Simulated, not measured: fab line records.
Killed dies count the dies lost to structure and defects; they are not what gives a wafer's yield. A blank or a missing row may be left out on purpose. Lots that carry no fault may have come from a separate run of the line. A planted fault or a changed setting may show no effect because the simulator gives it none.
Matching of chambers -- flow berkeley_cmos170 -- UCB170_GATE_ETCH_15 on rie_si-02: 4 sister chambers
The step etches poly-Si in HBr/Cl2, stops on SiO2, time 56.3 s, target depth 278.2 nm. 16 wafers are shown with their chamber, then 8 later ones without.

== WAFERS PAIRED WITH THEIR CHAMBERS ==
wafer,chamber,drypump_motor_current_A (A),throttle_valve_pct (%),oes_product_au (a.u.)
L839.2,3,6.3,26.04,0.837
L839.3,0,5.7,26.62,0.823
L839.6,2,5.7,26.31,0.841
L841.1,1,6.6,26.34,0.848
L841.2,3,6.3,26.05,0.851
L841.4,0,5.7,26.61,0.841
L845.2,1,6.5,26.34,0.836
L845.3,0,5.7,26.61,0.827
L845.4,3,6.3,26.04,0.835
L849.1,3,6.3,26.04,0.840
L849.2,0,5.7,26.62,0.834
L849.3,2,5.7,26.33,0.851
L844.1,0,5.7,26.62,0.833
L844.2,2,5.7,26.31,0.847
L844.4,1,6.5,26.32,0.830
L852.2,2,5.7,26.32,0.849

SIGNATURES, as means of the wafers listed above
reading,chamber 0,chamber 1,chamber 2,chamber 3,scatter within a chamber
drypump_motor_current_A,5.700,6.533,5.700,6.300,0.0236
throttle_valve_pct,26.6160,26.3333,26.3175,26.0425,0.00784
oes_product_au,0.83160,0.83800,0.84700,0.84075,0.00688
Rule: for each reading, subtract the chamber's mean from the wafer's reading, divide by that reading's scatter and square the result; add these up over the readings and take the root, which gives the wafer's distance from the chamber. The wafer belongs to the nearest chamber; if the next one is less than 2 further off, it can't be placed. The scatter is the square root of a quotient: the sum, over the shown wafers, of each reading's squared deviation from its chamber's mean, divided by wafers minus chambers.

== WAFERS WHOSE CHAMBER IS MISSING ==
wafer,drypump_motor_current_A (A),throttle_valve_pct (%),oes_product_au (a.u.)
L852.3,6.3,26.04,0.851
L852.5,6.5,26.33,0.838
L860.4,6.3,26.05,0.850
L860.5,5.7,26.61,0.843
L860.6,6.3,26.06,0.847
L862.3,6.3,26.06,0.863
L862.4,6.5,26.34,0.849
L862.5,5.7,26.61,0.849

== WHICH CHAMBER EACH ONE RAN IN ==
wafer,from the rows above,in truth
L852.3,3,3
L852.5,1,1
L860.4,3,3
L860.5,0,0
L860.6,3,3
L862.3,3,3
L862.4,1,1
L862.5,0,0
Placed correctly: 8 of 8. Left unplaced by these rows: 0. Placed wrongly: 0.
